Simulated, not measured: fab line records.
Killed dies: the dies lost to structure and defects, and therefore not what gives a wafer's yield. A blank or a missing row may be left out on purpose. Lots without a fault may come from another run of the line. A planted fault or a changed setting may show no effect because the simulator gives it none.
Check for tools in common :: flow rit-cmos :: Lots sampled 13, wafers sampled 39

## THE REASON FOR OPENING IT
RIT_FOX1_THK_MEAS_01, reading FOX1_OXIDE_THK: flagged on 2 of 13 lots. No-fault wafers: 348 nm, standard deviation 5.8.
Rule: a lot is flagged in two cases, either no wafer of it has a number, or all its wafers with numbers fall more than 4 standard deviations from that mean. All remaining lots are regarded as sound.

lot: L634
measured: day 1 18:35
on: film-metro-02
FOX1_OXIDE_THK (nm), wafer by wafer: 339 341 340
flag: 

lot: L635
measured: day 1 23:55
on: film-metro-01
FOX1_OXIDE_THK (nm), wafer by wafer: 360 359 355
flag: 

lot: L636
measured: day 2 03:52
on: film-metro-01
FOX1_OXIDE_THK (nm), wafer by wafer: 352 348 353
flag: 

lot: L637
measured: day 2 09:29
on: film-metro-02
FOX1_OXIDE_THK (nm), wafer by wafer: 345 347 341
flag: 

lot: L642
measured: day 3 09:44
on: film-metro-01
FOX1_OXIDE_THK (nm), wafer by wafer: 224 229 223
flag: FLAGGED

lot: L645
measured: day 4 00:24
on: film-metro-02
FOX1_OXIDE_THK (nm), wafer by wafer: 217 214 215
flag: FLAGGED

lot: L646
measured: day 4 08:02
on: film-metro-03
FOX1_OXIDE_THK (nm), wafer by wafer: 352 349 347
flag: 

lot: L648
measured: day 4 15:52
on: film-metro-02
FOX1_OXIDE_THK (nm), wafer by wafer: 348 350 351
flag: 

lot: L650
measured: day 5 02:35
on: film-metro-01
FOX1_OXIDE_THK (nm), wafer by wafer: 348 350 348
flag: 

lot: L653
measured: day 5 17:19
on: film-metro-01
FOX1_OXIDE_THK (nm), wafer by wafer: 352 351 347
flag: 

lot: L655
measured: day 6 04:32
on: film-metro-02
FOX1_OXIDE_THK (nm), wafer by wafer: 331 336 340
flag: 

lot: L656
measured: day 6 09:23
on: film-metro-02
FOX1_OXIDE_THK (nm), wafer by wafer: 352 354 353
flag: 

lot: L657
measured: day 6 13:32
on: film-metro-03
FOX1_OXIDE_THK (nm), wafer by wafer: 356 355 358
flag: 
The numbers of the flagged lots are 220 nm on average: -128 nm against the usual, or -22 standard deviations.

## WHICH TOOL EACH LOT WENT THROUGH
2 process steps preceding the reading are held in the record, out of 202 steps in the route. In each cell: the tool, then ch and the chambers that the sampled wafers went through, then the start.
lot: L634
flag: 
RIT_ACTIVE_STRIP_14: plasma-asher-02 ch 0,1, day 1 15:00
RIT_FOX1_OXIDATION_00: furnace-04 ch 0, day 1 17:15

lot: L635
flag: 
RIT_ACTIVE_STRIP_14: plasma-asher-04 ch 0,1, day 1 20:12
RIT_FOX1_OXIDATION_00: furnace-04 ch 0, day 1 22:37

lot: L636
flag: 
RIT_ACTIVE_STRIP_14: plasma-asher-02 ch 0,1, day 2 01:49
RIT_FOX1_OXIDATION_00: furnace-04 ch 0, day 2 02:34

lot: L637
flag: 
RIT_ACTIVE_STRIP_14: plasma-asher-04 ch 1, day 2 05:59
RIT_FOX1_OXIDATION_00: furnace-04 ch 0, day 2 08:10

lot: L642
flag: FLAGGED
RIT_ACTIVE_STRIP_14: plasma-asher-04 ch 0,1, day 3 06:58
RIT_FOX1_OXIDATION_00: furnace-03 ch 0, day 3 08:26

lot: L645
flag: FLAGGED
RIT_ACTIVE_STRIP_14: plasma-asher-02 ch 0,1, day 3 21:58
RIT_FOX1_OXIDATION_00: furnace-03 ch 0, day 3 23:05

lot: L646
flag: 
RIT_ACTIVE_STRIP_14: plasma-asher-02 ch 0,1, day 4 02:58
RIT_FOX1_OXIDATION_00: furnace-01 ch 0, day 4 06:42

lot: L648
flag: 
RIT_ACTIVE_STRIP_14: plasma-asher-04 ch 0,1, day 4 12:50
RIT_FOX1_OXIDATION_00: furnace-01 ch 0, day 4 14:33

lot: L650
flag: 
RIT_ACTIVE_STRIP_14: plasma-asher-04 ch 0,1, day 4 23:25
RIT_FOX1_OXIDATION_00: furnace-04 ch 0, day 5 01:16

lot: L653
flag: 
RIT_ACTIVE_STRIP_14: plasma-asher-04 ch 0,1, day 5 14:02
RIT_FOX1_OXIDATION_00: furnace-01 ch 0, day 5 15:58

lot: L655
flag: 
RIT_ACTIVE_STRIP_14: plasma-asher-02 ch 0,1, day 5 23:52
RIT_FOX1_OXIDATION_00: furnace-01 ch 0, day 6 03:13

lot: L656
flag: 
RIT_ACTIVE_STRIP_14: plasma-asher-02 ch 0,1, day 6 07:24
RIT_FOX1_OXIDATION_00: furnace-01 ch 0, day 6 08:04

lot: L657
flag: 
RIT_ACTIVE_STRIP_14: plasma-asher-03 ch 0, day 6 11:32
RIT_FOX1_OXIDATION_00: furnace-03 ch 0, day 6 12:13
What these steps do:
- RIT_ACTIVE_STRIP_14: strips in O2, time 180 s.
- RIT_FOX1_OXIDATION_00: target thk 350.7 nm, ox time 1130 s.
- RIT_FOX1_THK_MEAS_01

## FLAGGED AGAINST TOTAL, ONE TOOL AT A TIME (gauges that did the reading follow at the end)
step: RIT_ACTIVE_STRIP_14
tool: plasma-asher-02
lots run: 6
flagged: 1
share of the flagged lots: some
sound lots run after its first flagged lot: 3 (L646,L655,L656)

step: RIT_ACTIVE_STRIP_14
tool: plasma-asher-03
lots run: 1
flagged: 0
share of the flagged lots: none
sound lots run after its first flagged lot: -

step: RIT_ACTIVE_STRIP_14
tool: plasma-asher-04
lots run: 6
flagged: 1
share of the flagged lots: some
sound lots run after its first flagged lot: 3 (L648,L650,L653)

step: RIT_FOX1_OXIDATION_00
tool: furnace-01
lots run: 5
flagged: 0
share of the flagged lots: none
sound lots run after its first flagged lot: -

step: RIT_FOX1_OXIDATION_00
tool: furnace-03
lots run: 3
flagged: 2
share of the flagged lots: all
sound lots run after its first flagged lot: 1 (L657)

step: RIT_FOX1_OXIDATION_00
tool: furnace-04
lots run: 5
flagged: 0
share of the flagged lots: none
sound lots run after its first flagged lot: -

step: RIT_FOX1_THK_MEAS_01
tool: film-metro-01
lots run: 5
flagged: 1
share of the flagged lots: some
sound lots run after its first flagged lot: 2 (L650,L653)

step: RIT_FOX1_THK_MEAS_01
tool: film-metro-02
lots run: 6
flagged: 1
share of the flagged lots: some
sound lots run after its first flagged lot: 3 (L648,L655,L656)

step: RIT_FOX1_THK_MEAS_01
tool: film-metro-03
lots run: 2
flagged: 0
share of the flagged lots: none
sound lots run after its first flagged lot: -

## WHAT THE TABLE PERMITS
Rows of the table that ran each flagged lot: 1, that is furnace-03 at RIT_FOX1_OXIDATION_00.
- furnace-03 at RIT_FOX1_OXIDATION_00 ran 3 lots, 2 of them flagged. After the first flagged lot (L657), sound lots still ran on it; a lasting fault on the whole tool would not permit that.
Not one row of the table ran every flagged lot while running no sound lot after the first.

## WHAT HAD BEEN PUT IN BY THE SIMULATOR
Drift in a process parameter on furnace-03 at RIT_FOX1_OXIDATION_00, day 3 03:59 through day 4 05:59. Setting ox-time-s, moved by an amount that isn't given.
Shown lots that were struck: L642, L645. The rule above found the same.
